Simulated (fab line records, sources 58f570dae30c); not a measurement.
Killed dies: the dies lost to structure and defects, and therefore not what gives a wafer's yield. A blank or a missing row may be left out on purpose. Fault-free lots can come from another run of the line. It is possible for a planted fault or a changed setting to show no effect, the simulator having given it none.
Which tool did it? | flow berkeleyCmos170 | 45 wafers from 15 lots sampled at 5 of the route's 331 steps

## WHAT EACH GAUGE READ, for each wafer
UCB170_NSD_CD_MEAS_06: the cd target is 1200 nm. Usual: cdNm at 1199.8 nm, with a standard deviation of 1.3.
lot  | measured     | on       | cdNm (nm)            | flag
L519 | day 7 14:43  | cdSem-02 | 1198.4 1199.3 1199.3 | 
L523 | day 7 23:08  | cdSem-02 | 1198.9 1198.6 1199.1 | 
L522 | day 7 23:25  | cdSem-02 | 1199.1 1197.6 1199.9 | 
L526 | day 8 02:32  | cdSem-01 | 1200.3 1199.7 1199.6 | 
L524 | day 8 02:46  | cdSem-02 | 1200.4 1199.3 1198.9 | 
L525 | day 8 05:29  | cdSem-01 | 1199.5 1199.8 1199.1 | 
L527 | day 8 17:20  | cdSem-02 | 1200.5 1201.7 1200.3 | 
L529 | day 8 17:44  | cdSem-02 | 1199.7 1200.2 1200.6 | 
L528 | day 8 17:47  | cdSem-01 | 1199.5 1199.6 1200.5 | 
L530 | day 9 06:23  | cdSem-01 | 1198.1 1198.8 1198.8 | 
L531 | day 9 23:43  | cdSem-02 | 1199.2 1199.6 1198.4 | 
L533 | day 10 18:08 | cdSem-01 | 1198.9 1198.8 1197.6 | 
L536 | day 10 18:24 | cdSem-02 | 1198.8 1200.4 1200.2 | 
L538 | day 11 13:54 | cdSem-02 | 1198.8 1198.7 1199.1 | 
L541 | day 12 03:36 | cdSem-02 | 1199.3 1199.2 1199.5 | 

UCB170_NSD_OVL_MEAS_07. Usual: NSD_OVL gives 0 nm (standard deviation 5).
lot  | measured     | on         | NSD_OVL (nm) | flag
L519 | day 7 14:50  | overlay-02 | -6 -4 -5     | 
L523 | day 7 23:16  | overlay-01 | 8 4 6        | 
L522 | day 7 23:29  | overlay-02 | 7 5 3        | 
L526 | day 8 02:37  | overlay-02 | -8 4 -3      | 
L524 | day 8 02:53  | overlay-02 | -6 -4 -8     | 
L525 | day 8 05:36  | overlay-02 | 7 -1 4       | 
L527 | day 8 17:27  | overlay-01 | -1 0 2       | 
L529 | day 8 17:51  | overlay-01 | 10 -4 2      | 
L528 | day 8 17:54  | overlay-02 | 8 6 1        | 
L530 | day 9 06:29  | overlay-01 | -4 3 4       | 
L531 | day 9 23:49  | overlay-02 | -9 -6 -3     | 
L533 | day 10 18:15 | overlay-01 | -2 -7 -3     | 
L536 | day 10 18:30 | overlay-02 | -3 -6 1      | 
L538 | day 11 14:01 | overlay-02 | -1 1 1       | 
L541 | day 12 03:43 | overlay-01 | -7 -9 -2     | 

UCB170_CONTACT_OVL_MEAS_16. Usual: CONTACT_OVL gives 2 nm (standard deviation 5).
lot  | measured     | on         | CONTACT_OVL (nm) | flag
L519 | day 7 22:26  | overlay-02 | -1 -2 -2         | 
L523 | day 8 06:15  | overlay-02 | -5 2 4           | 
L522 | day 8 07:26  | overlay-02 | -4 0 -3          | 
L526 | day 8 08:55  | overlay-02 | -1 5 6           | 
L524 | day 8 09:01  | overlay-01 | -7 -1 -2         | 
L525 | day 8 12:57  | overlay-02 | 6 11 1           | 
L527 | day 9 00:05  | overlay-01 | 2 5 0            | 
L529 | day 9 00:26  | overlay-01 | 0 4 -4           | 
L528 | day 9 02:16  | overlay-01 | -3 0 3           | 
L530 | day 9 16:43  | overlay-01 | 0 9 2            | 
L531 | day 10 07:44 | overlay-01 | 8 2 2            | 
L533 | day 11 03:16 | overlay-01 | 263 266 270      | OFF
L536 | day 11 03:49 | overlay-02 | 266 256 253      | OFF
L538 | day 11 22:22 | overlay-01 | 265 263 275      | OFF
L541 | day 12 13:41 | overlay-02 | -6 -7 -3         | 

## WHICH TOOL RAN EACH LOT (tool, then ch and the chambers of the sampled wafers, then the start)
lot  | UCB170_PSD_PEB_04                | UCB170_CONTACT_EXPOSE_12
L519 | lithoTrack-03 ch 0, day 7 10:10  | krfScanner-02 ch 0, day 7 21:53
L523 | lithoTrack-04 ch 0, day 7 19:17  | krfScanner-02 ch 0, day 8 05:44
L522 | lithoTrack-01 ch 0, day 7 19:31  | krfScanner-02 ch 0, day 8 06:58
L526 | lithoTrack-01 ch 0, day 8 00:28  | krfScanner-02 ch 0, day 8 08:27
L524 | lithoTrack-04 ch 0, day 8 00:29  | krfScanner-02 ch 0, day 8 08:30
L525 | lithoTrack-01 ch 0, day 8 03:02  | krfScanner-02 ch 0, day 8 12:26
L527 | lithoTrack-01 ch 0, day 8 13:25  | krfScanner-02 ch 0, day 8 23:28
L529 | lithoTrack-04 ch 0, day 8 13:34  | krfScanner-02 ch 0, day 8 23:56
L528 | lithoTrack-03 ch 0, day 8 13:39  | krfScanner-01 ch 0, day 9 01:28
L530 | lithoTrack-01 ch 0, day 9 04:34  | krfScanner-02 ch 0, day 9 15:32
L531 | lithoTrack-03 ch 0, day 9 21:32  | krfScanner-01 ch 0, day 10 07:14
L533 | lithoTrack-01 ch 0, day 10 16:07 | krfScanner-02 ch 0, day 11 02:23
L536 | lithoTrack-03 ch 0, day 10 16:17 | krfScanner-02 ch 0, day 11 02:50
L538 | lithoTrack-04 ch 0, day 11 09:04 | krfScanner-02 ch 0, day 11 21:44
L541 | lithoTrack-04 ch 0, day 12 00:25 | krfScanner-01 ch 0, day 12 12:43
- UCB170_PSD_PEB_04
- UCB170_CONTACT_EXPOSE_12: exposes mask CONT, target cd 700 nm.

## WHAT THE TOOLS THEMSELVES READ (means of the sampled wafers that have a number; where no wafer has one, the mark that the record gives instead)
UCB170_PSD_PEB_04. Usual: exhaustPa 44.9 Pa, standard deviation 0.91; plateSensorTCentreC 131.41 C, standard deviation 0.0091; plateSensorTEdgeC 131.53 C, standard deviation 0.011.
lot  | tool          | exhaustPa (Pa) | plateSensorTCentreC (C) | plateSensorTEdgeC (C) | flag
L519 | lithoTrack-03 | 44.0           | 131.41                  | 131.54                | 
L523 | lithoTrack-04 | 44.1           | 131.41                  | 131.53                | 
L522 | lithoTrack-01 | 44.7           | 131.41                  | 131.53                | 
L526 | lithoTrack-01 | 44.6           | 131.41                  | 131.53                | 
L524 | lithoTrack-04 | 45.1           | 131.41                  | 131.53                | 
L525 | lithoTrack-01 | 46.5           | 131.40                  | 131.53                | 
L527 | lithoTrack-01 | 45.5           | 131.41                  | 131.53                | 
L529 | lithoTrack-04 | 45.7           | 131.41                  | 131.53                | 
L528 | lithoTrack-03 | 43.0           | 131.41                  | 131.53                | 
L530 | lithoTrack-01 | 45.1           | 131.40                  | 131.52                | 
L531 | lithoTrack-03 | 45.0           | 131.41                  | 131.53                | 
L533 | lithoTrack-01 | 46.0           | 131.41                  | 131.54                | 
L536 | lithoTrack-03 | 45.6           | 131.41                  | 131.54                | 
L538 | lithoTrack-04 | 45.8           | 131.40                  | 131.54                | 
L541 | lithoTrack-04 | 44.4           | 131.40                  | 131.54                | 

UCB170_CONTACT_EXPOSE_12. Usual: exposureDoseMJCm2 at 34.96, with a standard deviation of 0.035.
lot  | tool          | exposureDoseMJCm2 | flag
L519 | krfScanner-02 | 34.93             | 
L523 | krfScanner-02 | 34.99             | 
L522 | krfScanner-02 | 34.97             | 
L526 | krfScanner-02 | 34.97             | 
L524 | krfScanner-02 | 34.90             | 
L525 | krfScanner-02 | 34.97             | 
L527 | krfScanner-02 | 34.94             | 
L529 | krfScanner-02 | 34.96             | 
L528 | krfScanner-01 | 34.97             | 
L530 | krfScanner-02 | 34.95             | 
L531 | krfScanner-01 | 34.96             | 
L533 | krfScanner-02 | 34.96             | 
L536 | krfScanner-02 | 34.99             | 
L538 | krfScanner-02 | 34.92             | 
L541 | krfScanner-01 | 34.98             | 

## THE ANSWER, worked out from the rows above alone
Rule: a lot is off if the mean of its wafers that have a number lies more than 3 standard deviations from the usual mean. Also off: a lot with no number at a reading for which 4 or more lots have one. Any other lot the step has rows for is counted as sound. After the gauges, taken in route order, come the tools' own readings; for these a lot's mean is taken, as printed above. The first step at which some lot is off is used, and at that step the reading that is off furthest; a lot without a number counts as furthest.
Off: at UCB170_CONTACT_OVL_MEAS_16 (CONTACT_OVL), L533, L536, L538.
If a tool, at a process step before that reading, ran all the lots that are off and no sound lot after the first of them, it fits. The gauges at UCB170_CONTACT_OVL_MEAS_16 are tried like those tools. One fits: UCB170_CONTACT_EXPOSE_12 on krfScanner-02. A fault onset in the window from L530 (day 9 15:32, its last sound lot) to L533 (day 11 02:23, its first lot off) fits.

## WHAT WAS PUT IN BY THE SIMULATOR
Scanner matching overlay: krfScanner-02, from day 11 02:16 on, at UCB170_CONTACT_EXPOSE_12. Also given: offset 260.
Struck lots among those shown: L533, L536, L538. The rule given above showed the same thing.
